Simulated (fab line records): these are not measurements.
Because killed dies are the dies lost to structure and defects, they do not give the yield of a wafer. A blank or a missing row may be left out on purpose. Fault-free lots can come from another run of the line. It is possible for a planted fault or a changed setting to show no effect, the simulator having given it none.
Tool commonality check -- flow berkeley cmos170 -- Sample size 13 lots and 39 wafers

WHAT PROMPTED THE OPENING
1 of 13 lots carry a flag on the reading NVT_TW at UCB170_NVT_TW_MEAS_09. Fault-free wafers read 520, with a standard deviation of 5.2.
Rule: a lot is flagged when every wafer of it that has a number lies more than 4 standard deviations from that mean, or none has a number. The rest of the lots are taken to be sound.

lot,measured,on,"NVT_TW, wafer by wafer",flag
L511,day 6 22:59,film metro-02,527 527 528,
L512,day 7 06:21,film metro-01,519 516 516,
L513,day 7 13:39,film metro-03,528 528 531,
L514,day 7 13:50,film metro-01,514 516 515,
L515,day 7 14:07,film metro-01,514 516 515,
L519,day 7 19:58,film metro-01,517 517 517,
L517,day 7 19:58,film metro-02,526 521 525,
L518,day 7 20:06,film metro-02,522 523 522,
L516,day 7 20:13,film metro-01,516 518 517,
L520,day 8 10:56,film metro-01,511 515 515,
L521,day 8 20:16,film metro-01,30 29 30,FLAGGED
L533,day 11 06:20,film metro-01,515 516 514,
L534,day 11 18:18,film metro-01,516 516 515,
The mean of the flagged lots' numbers is 30, -490 from the usual (-94 standard deviations).

WHICH TOOL EACH LOT WENT THROUGH
The record holds 1 process step before the reading, out of a route of 331 steps. Each cell gives the tool, then ch followed by the chambers the sampled wafers passed through, then the start.
lot,flag,UCB170_NVT_EXPOSE_03
L511,,"krf scanner-02 ch 0, day 6 22:09"
L512,,"krf scanner-01 ch 0, day 7 05:41"
L513,,"krf scanner-02 ch 0, day 7 12:46"
L514,,"krf scanner-02 ch 0, day 7 12:54"
L515,,"krf scanner-01 ch 0, day 7 13:10"
L519,,"krf scanner-01 ch 0, day 7 18:37"
L517,,"krf scanner-01 ch 0, day 7 18:31"
L518,,"krf scanner-02 ch 0, day 7 18:50"
L516,,"krf scanner-01 ch 0, day 7 19:05"
L520,,"krf scanner-01 ch 0, day 8 10:04"
L521,FLAGGED,"krf scanner-01 ch 0, day 8 18:54"
L533,,"krf scanner-01 ch 0, day 11 05:06"
L534,,"krf scanner-01 ch 0, day 11 16:59"
What the steps here do:
- UCB170_NVT_EXPOSE_03: exposes mask PWELL, target cd 3000 nm.
- UCB170_NVT_TW_MEAS_09

FLAGGED OVER TOTAL, TOOL BY TOOL (the gauges that took the reading come last)
step,tool,lots run,flagged,share of the flagged lots,sound lots run after its first flagged lot
UCB170_NVT_EXPOSE_03,krf scanner-01,9,1,all,"2 (L533,L534)"
UCB170_NVT_EXPOSE_03,krf scanner-02,4,0,none,-
UCB170_NVT_TW_MEAS_09,film metro-01,9,1,all,"2 (L533,L534)"
UCB170_NVT_TW_MEAS_09,film metro-02,3,0,none,-
UCB170_NVT_TW_MEAS_09,film metro-03,1,0,none,-

WHAT THE TABLE ALLOWS
Every flagged lot went through 2 rows of the table: krf scanner-01 at UCB170_NVT_EXPOSE_03 and film metro-01 at UCB170_NVT_TW_MEAS_09.
- krf scanner-01 at UCB170_NVT_EXPOSE_03: 1 of its 9 lots flagged. Sound lots ran on it after the first flagged one (L533, L534), which a lasting fault on the whole tool wouldn't allow.
- film metro-01 at UCB170_NVT_TW_MEAS_09: 1 of its 9 lots flagged. Sound lots ran on it after the first flagged one (L533, L534), which a lasting fault on the whole tool wouldn't allow.
Not one row of the table ran every flagged lot while running no sound lot after the first.

WHAT HAD BEEN PUT IN BY THE SIMULATOR
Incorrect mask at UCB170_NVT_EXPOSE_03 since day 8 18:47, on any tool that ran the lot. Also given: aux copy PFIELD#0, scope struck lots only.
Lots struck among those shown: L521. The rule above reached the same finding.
